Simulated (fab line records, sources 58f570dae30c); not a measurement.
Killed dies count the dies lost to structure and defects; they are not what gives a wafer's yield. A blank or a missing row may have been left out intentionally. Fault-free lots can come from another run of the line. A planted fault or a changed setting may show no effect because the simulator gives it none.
The same fault as seen by 2 desks	flow berkeley_cmos170	only its own numbers are on each desk; what lay behind them is given at the end

## THE METROLOGY DESK
Means of the sampled wafers that have a number, per lot and without regard to the tool the lot ran on: this is what the gauges read. If a lot's mean is further than 4 standard deviations from the usual mean, the lot is out of limits and carries the mark OUT (the distance appears in the brackets).
Columns: A = M1_OVL at UCB170_M1_OVL_MEAS_10, usual 4 nm; B = cd_nm at UCB170_M3_CD_MEAS_90, usual 700.5 nm
lot	first seen here	A	B
L387	day 7 19:06	12	698.9
L390	day 8 16:19	2	699.5
L392	day 8 17:17	6	703.2
L391	day 8 17:36	5	700.5
L388	day 8 18:11	8	703.0
L394	day 9 15:50	-0	698.4
L395	day 9 15:55	1	703.6
L396	day 9 16:56	14	700.7
L393	day 9 17:34	3	724.2 (+9.5) OUT
L399	day 10 00:56	1	699.6
L398	day 10 01:40	-2	709.6
L400	day 10 02:13	2	709.0
L405	day 11 14:04	1	702.9
L407	day 12 04:49	-3	701.3
L408	day 12 16:28	-7	699.6
This desk's finding: out of limits on L393; first on L393, day 10 07:55 (cd_nm at UCB170_M3_CD_MEAS_90). L387, L390, L392, L391, L388, L394, L395, L396, L399, L398, L400, L405, L407, L408: within limits.

## FOR THE TOOL OWNER'S DESK: rie_metal-01
The tool's own readings at UCB170_M3_METAL_ETCH_18 (etches Al in Cl2/BCl3, stops on SiO2, target depth 1170 nm, time 195 s): means of the sampled wafers that have a number, for each lot that ran on this tool. If a lot's mean is further than 4 standard deviations from the usual mean, the lot is out of limits and carries the mark OUT (the distance appears in the brackets).
Columns: A = bcl3_flow_sccm at UCB170_M3_METAL_ETCH_18, usual 45.02 sccm; B = chamber_pressure_mTorr at UCB170_M3_METAL_ETCH_18, usual 11.999 mTorr; C = drypump_motor_current_A at UCB170_M3_METAL_ETCH_18, usual 5.8 A; D = oes_product_au at UCB170_M3_METAL_ETCH_18, usual 0.847 a.u.; E = run_length_s at UCB170_M3_METAL_ETCH_18, usual 222.9 s; F = throttle_valve_pct at UCB170_M3_METAL_ETCH_18, usual 24.45 %
lot	first seen here	A	B	C	D	E	F
L392	day 9 11:13	45.06	11.997	5.3	0.844	223.2	24.42
L395	day 10 06:38	45.19	11.992	5.0	0.839	223.3	24.60
L393	day 10 07:40	45.08	12.000	5.3	0.950 (+9.4) OUT	126.3 (-99 or more) OUT	24.38
L398	day 10 15:36	45.00	11.997	5.7	0.908 (+5.6) OUT	174.9 (-99 or more) OUT	24.23
L400	day 10 16:05	45.11	12.020	5.7	0.905 (+5.3) OUT	174.6 (-99 or more) OUT	24.24
This desk's finding: out of limits on L393, L398, L400; first on L393, day 10 07:40 (oes_product_au at UCB170_M3_METAL_ETCH_18). L392, L395: within limits.

## PUT TOGETHER
The tool owner's desk had the chance to raise an alarm at day 10 07:40 on L393, L398, L400.
An alarm was possible from the metrology desk at day 10 07:55, on L393.
The metrology desk holds a record of L398, L400, inside its limits.
UCB170_M3_METAL_ETCH_18 was run on rie_metal-01 by each of the lots named.

## WHAT THE SIMULATOR HAD INSERTED
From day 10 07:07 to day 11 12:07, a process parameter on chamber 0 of rie_metal-01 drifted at UCB170_M3_METAL_ETCH_18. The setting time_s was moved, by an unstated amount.
Shown lots that were struck: L393, L398, L400.
Hours from the fault's start to each desk's first reading out of limits: the tool owner's desk, 1; the metrology desk, 1.
